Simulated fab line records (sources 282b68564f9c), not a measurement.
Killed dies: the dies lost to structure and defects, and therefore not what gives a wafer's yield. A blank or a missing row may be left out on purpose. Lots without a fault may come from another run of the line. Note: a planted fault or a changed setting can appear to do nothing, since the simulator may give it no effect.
Comparing a struck lot with a sound one / flow rit-cmos / 43 steps out of a route of 202
Sound: these wafers, L144.4, L144.5, L144.6. The struck wafers were L148.1, L148.2, L148.4. At the end, the cause is stated.
At each step with rows: each side's tool, then ch and its chambers, then its first start. Under that, the readings that differ: sound wafers / struck wafers / difference of the means / sigmas: that difference in standard deviations of wafers without a fault.
alike: words and numbers the same on both sides, and readings whose means are apart by under 2 such deviations; not compared: readings that were withheld, readings missing a value for some wafer, numbers with overlapping values and no deviation given by the record, and bounds like >300 which may hide the same value.
Wherever a step has rows on one side only, a row that says differs or no value, or a row with sigmas, the two part there. Numbers that have no deviation but don't overlap get no sigmas and don't part them. A reading that every wafer of one side lacks parts them only if that side has two wafers or more.

first, 4 steps without rows for these wafers: RIT_PLDD_SOFTBAKE_02 (time 60 s); RIT_PLDD_EXPOSE_03 (exposes mask M8, target cd 40900 nm); RIT_PLDD_PEB_04; RIT_PLDD_DEVELOP_05 (develop time 50 s).
RIT_PLDD_OVL_MEAS_06:
  struck on overlay-01, day 5 07:47; sound on overlay-02, day 4 17:33
  alike: PLDD_OVL
then, 2 steps without rows for these wafers: RIT_PLDD_HARDBAKE_07 (time 60 s); RIT_PLDD_IMPLANT_08.
RIT_PLDD_STRIP_09: strips in O2, time 180 s.
  sound on plasma-asher-04 ch 0,1, day 4 17:56; struck on plasma-asher-03 ch 0,1, day 5 08:07
reading=drypump-motor-current-A (A); sound=6.17 6.17 6.18; struck=5.76 5.64 5.77; difference=-0.45; sigmas=-3
  not compared: rf-hours-counter-h
RIT_PLDD_TW_MEAS_10:
  struck on film-metro-03, day 5 08:17; sound on film-metro-03, day 4 18:04
  alike: PLDD_TW
then, 3 steps without rows for these wafers: RIT_SPACER_CLEAN_00 (cleans in SC1, time 600 s); RIT_SPACER_CLEAN_01 (cleans in dHF, time 30 s); RIT_SPACER_CLEAN_02 (cleans in SC2, time 600 s).
RIT_SPACER_CVD_03: deposits Si3N4 from SiH2Cl2/NH3, target thk 250 nm, time 3300 s.
  sound on lpcvd-01 ch 0, day 4 18:28; struck on lpcvd-02 ch 1, day 5 08:43
  alike: spike-tc-load-C, spike-tc-source-C, zone-power-source-pct
RIT_SPACER_THK_MEAS_04:
  struck on film-metro-03, day 5 10:38; sound on film-metro-02, day 4 21:23
  alike: SPACER_NITRIDE_THK
RIT_SPACER_ETCHBACK_05: etches Si3N4 in SF6/CHF3, stops on SiO2, target depth 250 nm, time 240 s.
  sound on rie-diel-02 ch 2,3, day 4 21:25; struck on rie-diel-02 ch 0,1, day 5 10:41
  alike: CHF3_flow_sccm, SF6_flow_sccm, drypump-motor-current-A, oes-product-au, throttle-valve-pct
  not compared: rf-hours-counter-h
then, 6 steps without rows for these wafers: RIT_NSD_HMDS_00 (prime time 60 s); RIT_NSD_COAT_01 (resist thk 1000 nm); RIT_NSD_SOFTBAKE_02 (time 60 s); RIT_NSD_EXPOSE_03 (exposes mask M9, target cd 40700 nm); RIT_NSD_PEB_04; RIT_NSD_DEVELOP_05 (develop time 50 s).
RIT_NSD_OVL_MEAS_06:
  struck on overlay-01, day 5 11:49; sound on overlay-02, day 4 22:33
  alike: NSD_OVL
then, 2 steps without rows for these wafers: RIT_NSD_HARDBAKE_07 (time 60 s); RIT_NSD_IMPLANT_08.
RIT_NSD_STRIP_09: strips in O2, time 180 s.
  sound on plasma-asher-02 ch 0,1, day 4 22:56; struck on plasma-asher-02 ch 0,1, day 5 12:09
  alike: drypump-motor-current-A
  not compared: rf-hours-counter-h
RIT_NSD_TW_MEAS_10:
  struck on film-metro-04, day 5 12:20; sound on film-metro-02, day 4 23:04
reading=NSD_TW; sound=3091 3100 3081; struck=3193 3181 3199; difference=+100; sigmas=+3
then, 6 steps without rows for these wafers: RIT_PSD_HMDS_00 (prime time 60 s); RIT_PSD_COAT_01 (resist thk 1000 nm); RIT_PSD_SOFTBAKE_02 (time 60 s); RIT_PSD_EXPOSE_03 (exposes mask M10, target cd 40900 nm); RIT_PSD_PEB_04; RIT_PSD_DEVELOP_05 (develop time 50 s).
RIT_PSD_OVL_MEAS_06:
  struck on overlay-02, day 5 13:14; sound on overlay-01, day 5 00:06
  alike: PSD_OVL
then, 2 steps without rows for these wafers: RIT_PSD_HARDBAKE_07 (time 60 s); RIT_PSD_IMPLANT_08.
RIT_PSD_STRIP_09: strips in O2, time 180 s.
  sound on plasma-asher-02 ch 0,1, day 5 00:28; struck on plasma-asher-04 ch 0,1, day 5 13:34
  alike: drypump-motor-current-A
  not compared: rf-hours-counter-h
RIT_PSD_TW_MEAS_10:
  struck on film-metro-03, day 5 13:45; sound on film-metro-02, day 5 00:37
  alike: PSD_TW
then, 3 steps without rows for these wafers: RIT_SDANNEAL_CLEAN_00 (cleans in SC1, time 600 s); RIT_SDANNEAL_CLEAN_01 (cleans in dHF, time 30 s); RIT_SDANNEAL_CLEAN_02 (cleans in SC2, time 600 s).
RIT_SDANNEAL_RTA_03: time 5 s.
  sound on rtp-anneal-02 ch 0, day 5 01:02; struck on rtp-anneal-02 ch 0, day 5 14:11
  alike: ramp-down-c-per-s, wafer_temp_C_max
RIT_SDANNEAL_RS_MEAS_04: a four-point-probe measurement.
  struck on film-metro-03, day 5 14:15; sound on film-metro-04, day 5 01:08
  alike: PSD_RS
RIT_M1_PROBE_99:
  struck on prober-02, day 5 21:53; sound on prober-02, day 5 08:55
reading=killed-at-front-end; sound=6 8 8; struck=47 47 43; difference=+38; sigmas=+12
reading=killed-dies; sound=6 8 8; struck=47 47 43; difference=+38; sigmas=+12
  alike: killed-at-contacts, killed-open, killed-short

## WHERE THEY PART
First at RIT_PLDD_STRIP_09; last, within this record, at RIT_M1_PROBE_99.

WHY: whatever the simulator had introduced
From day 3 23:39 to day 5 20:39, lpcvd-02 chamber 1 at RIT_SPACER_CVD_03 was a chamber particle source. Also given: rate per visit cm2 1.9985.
